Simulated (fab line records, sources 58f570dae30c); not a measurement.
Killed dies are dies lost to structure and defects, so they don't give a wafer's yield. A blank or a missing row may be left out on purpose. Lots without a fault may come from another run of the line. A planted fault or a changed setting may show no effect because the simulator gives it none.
Which tool did it? | flow berkeley_cmos170 | 13 lots, 39 wafers sampled, at 6 steps of a route of 331

WHAT THE GAUGES READ, wafer by wafer
UCB170_PSD_OVL_MEAS_07. Usual: PSD_OVL 1 nm, standard deviation 5.7.
lot  | measured     | on         | PSD_OVL (nm) | flag
L546 | day 8 07:13  | overlay-01 | -1 -2 -1     |
L547 | day 8 07:32  | overlay-01 | 10 13 10     |
L549 | day 8 23:04  | overlay-02 | 3 9 8        |
L551 | day 8 23:19  | overlay-02 | -1 2 -2      |
L550 | day 8 23:34  | overlay-02 | 7 1 -3       |
L552 | day 8 23:40  | overlay-02 | 7 6 13       |
L554 | day 9 21:14  | overlay-02 | -5 -3 -1     |
L557 | day 9 21:21  | overlay-02 | -3 6 7       |
L553 | day 9 21:37  | overlay-02 | 7 8 -3       |
L566 | day 11 21:01 | overlay-01 | 4 -3 9       |
L565 | day 11 20:53 | overlay-01 | 8 14 2       |
L567 | day 12 11:12 | overlay-02 | 0 -7 0       |
L568 | day 12 11:16 | overlay-02 | -5 -1 -5     |

UCB170_PSD_TW_MEAS_10. Usual: PSD_TW 2319, standard deviation 24.
lot  | measured     | on            | PSD_TW         | flag
L546 | day 8 07:32  | film_metro-01 | 2334 2342 2325 |
L547 | day 8 07:49  | film_metro-01 | 2333 2329 2328 |
L549 | day 8 23:22  | film_metro-02 | 2339 2361 2348 |
L551 | day 8 23:37  | film_metro-04 | 2303 2303 2315 |
L550 | day 8 23:51  | film_metro-02 | 2359 2350 2349 |
L552 | day 8 23:58  | film_metro-04 | 2312 2316 2291 |
L554 | day 9 21:32  | film_metro-04 | 2279 2282 2299 |
L557 | day 9 21:38  | film_metro-01 | 30 30 30       | OFF
L553 | day 9 21:55  | film_metro-02 | 2325 2320 2330 |
L566 | day 11 21:17 | film_metro-01 | 2321 2312 2315 |
L565 | day 11 21:10 | film_metro-04 | 2297 2300 2296 |
L567 | day 12 11:30 | film_metro-01 | 2324 2335 2345 |
L568 | day 12 11:33 | film_metro-04 | 2280 2269 2289 |

UCB170_NSD_OVL_MEAS_07. Usual: NSD_OVL 1 nm, standard deviation 5.7.
lot  | measured     | on         | NSD_OVL (nm) | flag
L546 | day 8 09:24  | overlay-02 | 2 6 -6       |
L547 | day 8 09:47  | overlay-01 | -9 -3 0      |
L549 | day 9 01:01  | overlay-02 | 3 -3 1       |
L551 | day 9 01:16  | overlay-02 | 2 1 -4       |
L550 | day 9 04:15  | overlay-02 | 2 -3 4       |
L552 | day 9 04:29  | overlay-02 | 4 5 -2       |
L554 | day 9 23:15  | overlay-02 | 11 6 3       |
L557 | day 9 23:36  | overlay-02 | 11 1 8       |
L553 | day 10 00:09 | overlay-02 | 2 9 4        |
L566 | day 11 23:20 | overlay-01 | 1 -4 0       |
L565 | day 11 23:16 | overlay-02 | -6 -3 -5     |
L567 | day 12 12:52 | overlay-01 | 12 9 10      |
L568 | day 12 13:07 | overlay-02 | -1 4 -2      |

WHICH TOOL RAN EACH LOT (tool, then ch and the chambers of the sampled wafers, then the start)
lot  | UCB170_GATE_ETCH_14                | UCB170_NLDD_STRIP_10                 | UCB170_PSD_STRIP_09
L546 | rie_diel-01 ch 0,1,2, day 7 19:38  | plasma_asher-04 ch 0,1, day 7 23:38  | plasma_asher-04 ch 0,1, day 8 07:23
L547 | rie_diel-03 ch 0,1,3, day 7 19:49  | plasma_asher-04 ch 0,1, day 8 00:02  | plasma_asher-04 ch 0,1, day 8 07:43
L549 | rie_diel-03 ch 1,3, day 8 08:33    | plasma_asher-04 ch 0,1, day 8 15:59  | plasma_asher-01 ch 0,1, day 8 23:15
L551 | rie_diel-01 ch 0,3, day 8 08:53    | plasma_asher-01 ch 0,1, day 8 16:17  | plasma_asher-02 ch 0,1, day 8 23:32
L550 | rie_diel-04 ch 0,2, day 8 09:10    | plasma_asher-04 ch 0,1, day 8 16:32  | plasma_asher-04 ch 0,1, day 8 23:44
L552 | rie_diel-01 ch 0,3, day 8 09:43    | plasma_asher-03 ch 0, day 8 16:38    | plasma_asher-01 ch 1, day 8 23:51
L554 | rie_diel-03 ch 1,2, day 9 06:35    | plasma_asher-04 ch 0, day 9 11:05    | plasma_asher-04 ch 0,1, day 9 21:25
L557 | rie_diel-04 ch 0,2,3, day 9 06:52  | plasma_asher-04 ch 0,1, day 9 13:32  | plasma_asher-01 ch 0,1, day 9 21:32
L553 | rie_diel-03 ch 0,1,2, day 9 06:54  | plasma_asher-01 ch 1, day 9 13:42    | plasma_asher-02 ch 0,1, day 9 21:48
L566 | rie_diel-04 ch 0,1,2, day 11 09:41 | plasma_asher-04 ch 0,1, day 11 14:13 | plasma_asher-01 ch 0,1, day 11 21:11
L565 | rie_diel-03 ch 0,2,3, day 11 09:58 | plasma_asher-04 ch 0,1, day 11 14:43 | plasma_asher-04 ch 0,1, day 11 21:04
L567 | rie_diel-04 ch 0,1,3, day 11 21:19 | plasma_asher-03 ch 0,1, day 12 01:49 | plasma_asher-01 ch 0,1, day 12 11:24
L568 | rie_diel-01 ch 1,3, day 11 21:25   | plasma_asher-04 ch 0,1, day 12 02:02 | plasma_asher-04 ch 1, day 12 11:26
- UCB170_GATE_ETCH_14: etches BARC in N2/H2.
- UCB170_NLDD_STRIP_10: strips in O2.
- UCB170_PSD_STRIP_09: strips in O2.

WHAT THE TOOLS THEMSELVES READ (means of the sampled wafers that have a number; where no wafer has one, the mark that the record gives instead)
UCB170_GATE_ETCH_14. Usual: bias_w 99.98 W, standard deviation 0.28; drypump_motor_current_A 5.7 A, standard deviation 0.42; oes_product_au 1.009 a.u., standard deviation 0.025; throttle_valve_pct 13.28 %, standard deviation 0.22.
lot  | tool        | bias_w (W) | drypump_motor_current_A (A) | oes_product_au (a.u.) | throttle_valve_pct (%) | flag
L546 | rie_diel-01 | 100.16     | 5.3                         | 1.013                 | 13.18                  |
L547 | rie_diel-03 | 99.91      | 5.9                         | 1.027                 | 13.35                  |
L549 | rie_diel-03 | 99.93      | 5.8                         | 1.025                 | 13.30                  |
L551 | rie_diel-01 | 99.99      | 5.7                         | 1.026                 | 13.26                  |
L550 | rie_diel-04 | 100.54     | 5.8                         | 0.980                 | 13.49                  |
L552 | rie_diel-01 | 99.81      | 5.7                         | 1.027                 | 13.26                  |
L554 | rie_diel-03 | 100.10     | 5.6                         | 1.025                 | 13.38                  |
L557 | rie_diel-04 | 100.19     | 5.6                         | 0.986                 | 13.27                  |
L553 | rie_diel-03 | 99.86      | 5.8                         | 1.018                 | 13.43                  |
L566 | rie_diel-04 | 99.76      | 6.0                         | 0.975                 | 13.26                  |
L565 | rie_diel-03 | 99.85      | 5.9                         | 1.017                 | 13.38                  |
L567 | rie_diel-04 | 99.93      | 5.9                         | 0.994                 | 13.19                  |
L568 | rie_diel-01 | 100.05     | 5.7                         | 1.020                 | 13.27                  |

UCB170_NLDD_STRIP_10. Usual: drypump_motor_current_A 5.6 A, standard deviation 0.36; oes_product_au 0.734 a.u., standard deviation 0.0047; strip_time_to_endpoint_s 21.60 s, standard deviation 0.066.
lot  | tool            | drypump_motor_current_A (A) | oes_product_au (a.u.) | strip_time_to_endpoint_s (s) | flag
L546 | plasma_asher-04 | 5.5                         | 0.741                 | 21.51                        |
L547 | plasma_asher-04 | 5.5                         | 0.733                 | 21.55                        |
L549 | plasma_asher-04 | 5.8                         | 0.735                 | 21.63                        |
L551 | plasma_asher-01 | 5.6                         | 0.734                 | 21.57                        |
L550 | plasma_asher-04 | 5.8                         | 0.735                 | 21.73                        |
L552 | plasma_asher-03 | 5.6                         | 0.735                 | 21.56                        |
L554 | plasma_asher-04 | 5.3                         | 0.735                 | 21.59                        |
L557 | plasma_asher-04 | 5.5                         | 0.982                 | -                            | OFF
L553 | plasma_asher-01 | 5.8                         | 0.735                 | 21.59                        |
L566 | plasma_asher-04 | 5.8                         | 0.734                 | 21.60                        |
L565 | plasma_asher-04 | 5.5                         | 0.738                 | 21.63                        |
L567 | plasma_asher-03 | 5.6                         | 0.736                 | 21.66                        |
L568 | plasma_asher-04 | 5.5                         | 0.733                 | 21.54                        |

UCB170_PSD_STRIP_09. Usual: drypump_motor_current_A 5.5 A, standard deviation 0.34; oes_product_au 0.599 a.u., standard deviation 0.0043; strip_time_to_endpoint_s 29.35 s, standard deviation 0.068.
lot  | tool            | drypump_motor_current_A (A) | oes_product_au (a.u.) | strip_time_to_endpoint_s (s) | flag
L546 | plasma_asher-04 | 5.5                         | 0.601                 | 29.36                        |
L547 | plasma_asher-04 | 5.8                         | 0.598                 | 29.33                        |
L549 | plasma_asher-01 | 5.6                         | 0.602                 | 29.31                        |
L551 | plasma_asher-02 | 5.4                         | 0.599                 | 29.27                        |
L550 | plasma_asher-04 | 5.5                         | 0.597                 | 29.45                        |
L552 | plasma_asher-01 | 5.8                         | 0.602                 | 29.40                        |
L554 | plasma_asher-04 | 5.5                         | 0.592                 | 29.31                        |
L557 | plasma_asher-01 | 5.3                         | 0.633                 | 38.10                        | OFF
L553 | plasma_asher-02 | 5.4                         | 0.603                 | 29.28                        |
L566 | plasma_asher-01 | 5.5                         | 0.598                 | 29.27                        |
L565 | plasma_asher-04 | 5.8                         | 0.599                 | 29.45                        |
L567 | plasma_asher-01 | 5.6                         | 0.594                 | 29.24                        |
L568 | plasma_asher-04 | 6.0                         | 0.601                 | 29.36                        |

THE ANSWER, worked out from the rows above alone
Rule: a lot is off if the mean of its wafers that have a number lies more than 3 standard deviations from the usual mean. A lot without any number at a reading at which 4 lots or more have one is off too. The other lots that the step has rows for count as sound. The gauges are gone through in route order, then the tools' own readings, and for those a lot's mean is taken as printed above. The first step at which some lot is off is used, and at that step the reading that is off furthest; a lot without a number counts as furthest.
Off: L557, at UCB170_PSD_TW_MEAS_10 (PSD_TW).
A tool fits if, at a process step before that reading, it ran every lot that is off, and no sound lot after the first of them. The gauges at UCB170_PSD_TW_MEAS_10 aren't tried: what is off there is off at UCB170_NLDD_STRIP_10 too, on other tools, and a gauge's error can't cause that. None of those tried fits.

WHAT THE SIMULATOR HAD PUT IN
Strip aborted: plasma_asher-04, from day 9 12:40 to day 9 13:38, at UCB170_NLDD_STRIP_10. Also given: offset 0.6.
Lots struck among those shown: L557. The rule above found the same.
